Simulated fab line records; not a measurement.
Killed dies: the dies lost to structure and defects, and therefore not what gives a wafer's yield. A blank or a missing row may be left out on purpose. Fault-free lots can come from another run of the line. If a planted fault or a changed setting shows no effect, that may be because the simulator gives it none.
fab line records ; flow rit_cmos
record: lots: 14; wafers: 42; last_day: 7
route steps=202 shown NLDD@111
lots that met no fault: from a run of the same line without faults
start_h: hours from the record's opening day to when the first of the lot's shown wafers began ; wait_h: how many hours have passed since the lot's step before this one ; " unchanged from the row above ; L1.1+2: a row that stands for several wafers ; - no value, or no start was given ; * or withheld: withheld ; < > ~ a bound
route shown NAME@n: names a module that has steps shown in the file, with the first one's number in the route ; usual: mean/standard deviation taken from wafers without a fault ; same: alike in all rows ; chamber/n: place in a boat ; sites: readings site by site ; _std_site: how widely they spread, as a standard deviation ; _edge_site: mean of outer sites minus mean of inner sites ; radius_mm: for every site, how far away it sits from the centre of the wafer ; mask NAME#n: copy n ; behind: the most recent tool/chamber to have shaped the wafer ; hold: the reason the lot was held/the length of the hold in hours/how it ended ; device: the transistor (n, p or np) that didn't switch ; end of line: the tests these same wafers got at the end of their route ; a step given without rows: its recipe and nothing more ; killed: count of dies lost to structure and defects at first sort (not the wafer's yield) ; map: dies across one wafer; x = killed, . = not, _ = none there
set.NAME: the setting the step ran with; set.NAME@STEP: the setting that earlier step ran with ; model.NAME: the simulator's own value behind a step, which no gauge read
steps of the route over a sample of lots; a table a step, a row a wafer
services: from which hour (start_h, from the record's first day; less than 0 if before it) a tool's chamber was out of use, for how many hours, and why
== steps ==
step: RIT_NLDD_IMPLANT_08
recipe: species: P; energy_kev: 20; dose_cm2: 5e+14; tilt_deg: 7
usual: beam_energy_keV: 20.001/0.0049; tilt_deg: 7.000/0.02
lot.wafer;tool;chamber;start_h;wait_h;beam_energy_keV;tilt_deg
L724.1;implanter-03;0;43.77;0.1;19.997;7.017
L724.2;implanter-03;0;43.77;0.1;20.004;6.989
L724.6;implanter-03;0;43.77;0.1;20.004;7.002
L725.1;implanter-01;0;47.07;0.1;20.002;7.003
L725.2;implanter-01;0;47.07;0.1;19.994;6.973
L725.4;implanter-01;0;47.07;0.1;20.000;6.997
L727.1;implanter-01;0;58.67;0.1;19.999;7.016
L727.3;implanter-01;0;58.67;0.1;20.002;7.032
L727.4;implanter-01;0;58.67;0.1;20.002;6.985
L729.2;implanter-03;0;68.61;0.1;20.004;7.013
L729.4;implanter-03;0;68.61;0.1;20.006;7.004
L729.5;implanter-03;0;68.61;0.1;20.003;7.039
L731.1;implanter-04;0;77.42;0.1;20.002;6.979
L731.3;implanter-04;0;77.42;0.1;19.993;6.986
L731.5;implanter-04;0;77.42;0.1;19.995;7.000
L732.1;implanter-04;0;87.45;0.1;19.999;7.016
L732.3;implanter-04;0;87.45;0.1;20.000;6.985
L732.6;implanter-04;0;87.45;0.1;20.006;6.988
L734.2;implanter-03;0;92.66;0.1;19.998;6.984
L734.4;implanter-03;0;92.66;0.1;19.994;6.972
L734.5;implanter-03;0;92.66;0.1;19.997;6.967
L733.1;implanter-04;0;93.34;0.1;20.009;6.995
L733.4;implanter-04;0;93.34;0.1;19.998;7.002
L733.6;implanter-04;0;93.34;0.1;20.006;7.022
L735.4;implanter-03;0;103.16;0.1;20.003;7.008
L735.5;implanter-03;0;103.16;0.1;20.005;7.064
L735.6;implanter-03;0;103.16;0.1;20.006;7.019
L742.1;implanter-03;0;133.12;0.1;20.001;6.051
L742.3;implanter-03;0;133.12;0.1;20.001;6.034
L742.5;implanter-03;0;133.12;0.1;20.007;6.059
L743.1;implanter-04;0;137.57;0.1;20.003;7.019
L743.4;implanter-04;0;137.57;0.1;19.997;7.001
L743.5;implanter-04;0;137.57;0.1;20.006;7.051
L744.1;implanter-03;0;142.26;0.1;20.004;6.030
L744.2;implanter-03;0;142.26;0.1;20.011;6.017
L744.6;implanter-03;0;142.26;0.1;20.003;6.029
L746.2;implanter-04;0;153.00;0.1;19.996;6.970
L746.3;implanter-04;0;153.00;0.1;20.000;6.973
L746.5;implanter-04;0;153.00;0.1;19.999;6.992
L747.1;implanter-04;0;156.83;0.1;20.001;7.016
L747.2;implanter-04;0;156.83;0.1;20.003;6.996
L747.4;implanter-04;0;156.83;0.1;20.006;6.989
step: RIT_SDANNEAL_RS_MEAS_07
recipe: thk_meas_gauge: four-point-probe
usual: NLDD_RS: 151.5/0.48
lot.wafer;tool;chamber;start_h;wait_h;NLDD_RS[ohm/sq]
L724.1;film_metro-01;-;51.86;0.1;150.6
L724.2;film_metro-01;-;51.86;0.1;150.2
L724.6;film_metro-01;-;51.86;0.1;150.7
L725.1;film_metro-04;-;55.00;0.1;152.0
L725.2;film_metro-04;-;55.00;0.1;151.8
L725.4;film_metro-04;-;55.00;0.1;152.3
L727.1;film_metro-01;-;66.59;0.1;151.3
L727.3;film_metro-01;-;66.59;0.1;150.7
L727.4;film_metro-01;-;66.59;0.1;151.3
L729.2;film_metro-01;-;76.91;0.1;151.3
L729.4;film_metro-01;-;76.91;0.1;151.9
L729.5;film_metro-01;-;76.91;0.1;151.7
L731.1;film_metro-02;-;85.70;0.1;151.3
L731.3;film_metro-02;-;85.70;0.1;150.8
L731.5;film_metro-02;-;85.70;0.1;150.9
L732.1;film_metro-01;-;96.35;0.1;151.3
L732.3;film_metro-01;-;96.35;0.1;151.5
L732.6;film_metro-01;-;96.35;0.1;151.5
L733.1;film_metro-01;-;104.40;0.1;151.4
L733.4;film_metro-01;-;104.40;0.1;151.9
L733.6;film_metro-01;-;104.40;0.1;151.6
L734.2;film_metro-04;-;104.44;0.1;152.4
L734.4;film_metro-04;-;104.44;0.1;152.6
L734.5;film_metro-04;-;104.44;0.1;152.7
L735.4;film_metro-02;-;112.19;0.1;151.6
L735.5;film_metro-02;-;112.19;0.1;151.7
L735.6;film_metro-02;-;112.19;0.1;151.7
L742.1;film_metro-01;-;141.20;0.1;-
L742.3;film_metro-01;-;141.20;0.1;-
L742.5;film_metro-01;-;141.20;0.1;-
L743.1;film_metro-01;-;145.76;0.1;151.6
L743.4;film_metro-01;-;145.76;0.1;151.1
L743.5;film_metro-01;-;145.76;0.1;151.1
L744.1;film_metro-02;-;150.18;0.1;-
L744.2;film_metro-02;-;150.18;0.1;-
L744.6;film_metro-02;-;150.18;0.1;-
L746.2;film_metro-01;-;161.32;0.1;151.3
L746.3;film_metro-01;-;161.32;0.1;151.3
L746.5;film_metro-01;-;161.32;0.1;151.1
L747.1;film_metro-01;-;164.88;0.1;151.5
L747.2;film_metro-01;-;164.88;0.1;151.1
L747.4;film_metro-01;-;164.88;0.1;151.3
== services ==
tool;chamber;start_h;hours;kind
implanter-01;-;53.72;1.8;repair
implanter-04;-;54.87;3.8;pm
implanter-03;-;84.04;0.6;repair
implanter-03;-;94.10;1.7;repair
implanter-04;-;121.91;3.4;repair
== key ==
first_sign: step: RIT_NLDD_IMPLANT_08; reading: tilt_deg; direction: down; sigmas: 48; usual: 7.000; struck: 6.037
effect: step: RIT_SDANNEAL_RS_MEAS_07; reading: NLDD_RS; direction: missing
met_at RIT_NLDD_IMPLANT_08
struck_lots L742,L744
tester_left_out L742,L744
onset_between 103.16 133.12
fault: kind: process_parameter_drift; tool: implanter-03; chamber: -; onset_h: 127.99; steps: RIT_NLDD_IMPLANT_08; channel: tilt_deg; offset: -0.93529; shape: step; end_h: 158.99; acts_in: these_recipes_only; stated: 7
tester_left_out: of these lots the tester's yield and bins aren't shown, on N5 and GAA mostly nor the transistor test; their killed dies are dies lost to structure and defects alone, not to doping, threshold or leakage, so they don't give the yield
